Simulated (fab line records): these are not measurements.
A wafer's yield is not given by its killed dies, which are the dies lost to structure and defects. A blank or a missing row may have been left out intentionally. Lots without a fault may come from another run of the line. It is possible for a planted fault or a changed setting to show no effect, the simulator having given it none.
Struck lot and sound lot, side by side    flow berkeley_cmos170    14 steps out of a route of 331
Sound: these wafers, L263.1, L263.4, L263.5. Wafers struck: L266.1, L266.2, L266.3. The cause comes at the end.
Per side, at each step with rows, come the tool, then ch with its chambers, and then its first start. Under that, the readings that differ: sound wafers    struck wafers    difference of the means    sigmas: that difference in standard deviations of wafers without a fault.
alike: readings whose means differ by less than 2 such deviations, and words and numbers that are the same on both sides. not compared: withheld readings, readings that some wafer has no value for, bounds like >300 that may hide the same value, and numbers for which the record gives no deviation and whose values overlap.
The two part at a step that has a row with sigmas, a row that says differs or no value, or rows on one side only. Numbers that don't overlap but have no deviation are shown without sigmas and don't part them. Lack of a reading on every wafer of one side parts them only where that side has two or more wafers.

UCB170_SILICIDE_RS_MEAS_02: the measuring method here is four-point-probe.
  sound on film_metro-01 at day 8 23:19; struck on film_metro-02 at day 9 20:40
reading                  sound           struck          difference  sigmas
SILICIDE_TI_RS (ohm/sq)  25.9 26.2 26.2  26.5 26.9 27.0  +0.7        +2
UCB170_SILICIDE_THK_MEAS_03: measures by xrf.
  sound on film_metro-01 at day 8 23:26; struck on film_metro-02 at day 9 20:47
  alike: SILICIDE_TI_THK
UCB170_SILICIDE_RTA_04: time 15 s.
  sound on rtp_anneal-01 ch 0, day 8 23:30; struck on rtp_anneal-01 ch 0, day 9 20:51
  alike: anneal_temp_c_max, chamber_o2_ppm, lamp_power_pct, wafer_temp_C_max
then, 3 steps without rows for these wafers: UCB170_SILICIDE_WET_ETCH_05 (etches Ti in SPM, time 45 s); UCB170_CONTACT_CLEAN_00 (cleans in SPM, time 600 s); UCB170_CONTACT_CVD_01 (deposits PSG from SiH4/O2/PH3, target thk 700 nm, time 2820 s).
UCB170_CONTACT_THK_MEAS_02:
  sound on film_metro-03 at day 9 04:20; struck on film_metro-03 at day 9 23:49
  alike: CONTACT_PSG_THK
then, 3 steps without rows for these wafers: UCB170_CONTACT_HMDS_03 (prime time 60 s); UCB170_CONTACT_COAT_04 (resist thk 900 nm); UCB170_CONTACT_SOFTBAKE_05 (time 60 s).
UCB170_CONTACT_STRIP_06: strips in O2.
  sound on plasma_asher-01 ch 0,1, day 9 04:51; struck on plasma_asher-03 ch 0,1, day 10 00:35
  alike: drypump_motor_current_A, oes_product_au, strip_time_to_endpoint_s
  not compared: rf_hours_counter_h
then, 1 step without rows for these wafers: UCB170_CONTACT_CLEAN_07 (cleans in SPM, time 600 s).
UCB170_CONTACT_RTA_08: time 10 s.
  struck on rtp_anneal-02, day 10 00:54; sound on rtp_anneal-01 ch 0, day 9 05:08
  no value came back on the struck wafers for anneal_temp_c_max, chamber_o2_ppm, lamp_power_pct (%), wafer_temp_C_max; on the sound wafers anneal_temp_c_max reads 902.9 902.2 902.8
following that, these wafers have no rows for 1 step: UCB170_CONTACT_COAT_09.

## WHERE THEY PART
First at UCB170_SILICIDE_RS_MEAS_02; last, within this record, at UCB170_CONTACT_RTA_08.

WHY: whatever the simulator had introduced
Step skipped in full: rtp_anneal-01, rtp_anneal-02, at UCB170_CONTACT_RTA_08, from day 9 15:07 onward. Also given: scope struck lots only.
